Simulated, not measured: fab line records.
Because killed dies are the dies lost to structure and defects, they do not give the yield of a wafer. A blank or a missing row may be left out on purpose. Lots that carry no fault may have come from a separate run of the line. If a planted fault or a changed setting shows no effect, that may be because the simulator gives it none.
8D (eight disciplines) problem report, filled in by code || flow ritCmos || the parts of the form that need people (team, actions taken, sign-off) are left out

1. WHAT WENT WRONG
Across 6 wafers from 2 lots, SILICIDE_TI_RS at RIT_SILICIDE_RS_MEAS_02 averages 43.5 ohm/sq, while fault-free wafers read 47.3 ohm/sq with a standard deviation of 0.88. Measured from the usual mean, that is -4.3 standard deviations.
The step: measures by four-point-probe.
The first sign was on wafer L814.1 at day 5 15:31, on filmMetro-04. Wafers with a number at this step in the record: 42, from 14 lots. By rule, "out" or "out of limits" means more than 4 standard deviations away from the usual mean. The rest of the wafers with a number are treated as sound.

2. WHAT IT IS, AND WHAT IT ISN'T
{"question": "which readings at this step", "is": "SILICIDE_TI_RS", "is not": "-"}
{"question": "which lots", "is": "L814, L816", "is not": "L804, L805, L806, L808, L809, L810, L815, L817, L821, L823, L824, L826"}
{"question": "which wafers of those lots", "is": "all that have a number", "is not": "-"}
{"question": "read on which gauges", "is": "filmMetro-03, filmMetro-04", "is not": "filmMetro-01"}
{"question": "when", "is": "from day 5 15:31", "is not": "up to then (18 sound wafers); but 18 sound wafers of L815, L817, L821, L823, L824, L826 came after"}

3. WHAT RULES OUT EACH SUSPECT
Counting: a tool at a process step up to the reading stays a suspect if it ran every lot that is out and no sound lot after the first of them.
- the gauge at RIT_SILICIDE_RS_MEAS_02 has been ruled out. The wafers that are out were read on 2 gauges (filmMetro-03, filmMetro-04).
- pvdSputter-02 at RIT_SILICIDE_SPUTTER_01 (material Ti, target thk 30 nm, time 240 s): kept. Every lot that is out went through it, starting with L814 (day 5 15:22), and after that it ran no sound lot; the last sound lot it ran before then is L810 (day 4 19:50).
After counting, what remains is pvdSputter-02 at RIT_SILICIDE_SPUTTER_01.

4. THE CAUSE (what the simulator had put in)
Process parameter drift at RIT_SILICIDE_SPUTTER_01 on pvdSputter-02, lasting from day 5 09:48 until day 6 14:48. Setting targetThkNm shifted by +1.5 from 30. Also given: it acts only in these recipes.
The count eliminated every tool but this one.

5. THE EFFECT CHAIN, in route order
Rows list readings where the struck wafers' mean (over those with a number) sits beyond 3 standard deviations from the usual. Readings are gone through only where the record gives a usual standard deviation; hours: the median, over the lots, of the time from a lot's start at the first step in this table giving one to that lot's start at this step; sigmas: the change measured in usual standard deviations.
{"hours": 0, "step": "RIT_SILICIDE_RS_MEAS_02", "reading": "SILICIDE_TI_RS", "usual": "47.3 ohm/sq", "on struck wafers": 43.5, "change": -3.8, "sigmas": -4.3}
{"hours": 0, "step": "RIT_SILICIDE_THK_MEAS_03", "reading": "SILICIDE_TI_THK", "usual": "29.7 nm", "on struck wafers": 31.8, "change": "+2.1", "sigmas": "+4.4"}
At these later measuring or inspecting steps, every struck wafer for which the step has a row has a number for every such reading, and none has moved that far: RIT_M1_OVL_MEAS_10.

6. HOW IT WOULD HAVE BEEN CAUGHT EARLIER
The first out-of-limits reading at a measuring or inspecting step in this record came at day 5 15:31, 6 hours after the fault's start at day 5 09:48.
No tool reading at RIT_SILICIDE_SPUTTER_01 that has a usual standard deviation in the record was out on any struck wafer, so an alarm limit of 4 standard deviations on those readings would not have fired.
Among the 2 lots that are out, L816 began RIT_SILICIDE_SPUTTER_01 on pvdSputter-02 after day 5 15:31. Holding the tool at that time would have saved it.
